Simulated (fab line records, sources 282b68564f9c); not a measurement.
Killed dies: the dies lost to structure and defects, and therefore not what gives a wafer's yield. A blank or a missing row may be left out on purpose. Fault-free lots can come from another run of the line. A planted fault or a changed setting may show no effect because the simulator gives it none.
Which tool did it? | flow rit cmos | Sampling: 7 lots, 21 wafers, 2 of 202 route steps

## WHAT THE GAUGES READ, wafer by wafer
RIT_CONTACT_CD_MEAS_08: target cd 1000 nm.
lot  | measured    | on        | cd nm (nm)
L111 | day 3 09:07 | cd sem-02 | 1000.4 1004.1 1004.4
L113 | day 3 20:03 | cd sem-02 | 999.1 1000.2 996.3
L115 | day 4 04:55 | cd sem-02 | 997.3 997.1 995.5
L117 | day 4 16:10 | cd sem-02 | 1010.2 1008.4 1010.7
L119 | day 5 00:09 | cd sem-02 | 998.6 997.4 996.9
L125 | day 6 06:07 | cd sem-02 | 1001.9 1000.9 1001.5
L130 | day 7 10:38 | cd sem-02 | 1000.8 1000.8 1001.4

## WHICH TOOL RAN EACH LOT (tool, then ch and the chambers of the sampled wafers, then the start)
lot  | RIT_CONTACT_COAT_03
L111 | litho track-04 ch 0, day 3 08:19
L113 | litho track-02 ch 0, day 3 19:03
L115 | litho track-02 ch 0, day 4 03:59
L117 | litho track-02 ch 0, day 4 15:13
L119 | litho track-04 ch 0, day 4 23:20
L125 | litho track-03 ch 0, day 6 05:11
L130 | litho track-03 ch 0, day 7 09:42
- RIT_CONTACT_COAT_03: resist thk 1000 nm.

## THE ANSWER, worked out from the rows above alone
Rule: the usual values come from the lots themselves. Put in order of their means at a reading, lots are off if they are a third of the lots or fewer, leave a main group of 4 or more, and stand apart from it by a gap of 3 or more times the standard deviation of the main group's means; of several such gaps the widest counts. Not used: any main group whose means are identical at the precision the tables above print for the reading. A lot without any number at a reading at which 4 lots or more have one is off too. Any other lot the step has rows for is counted as sound.
Off: L117, at RIT_CONTACT_CD_MEAS_08 (cd nm). The main group: mean 999.7 nm, standard deviation 2.3.
A tool fits if, at a process step before that reading, it ran every lot that is off, and no sound lot after the first of them. Those tools and the gauges at RIT_CONTACT_CD_MEAS_08 are tried in the same way. One candidate fits, namely litho track-02 at RIT_CONTACT_COAT_03. Its last sound lot is L115 (day 4 03:59), its first lot that is off L117 (day 4 15:13): a fault that began between those two fits.

## WHAT HAD BEEN PUT IN BY THE SIMULATOR
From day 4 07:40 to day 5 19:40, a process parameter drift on litho track-02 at RIT_CONTACT_COAT_03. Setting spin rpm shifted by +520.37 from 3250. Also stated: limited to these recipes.
Shown lots that were struck: L117. Same finding as the rule above.
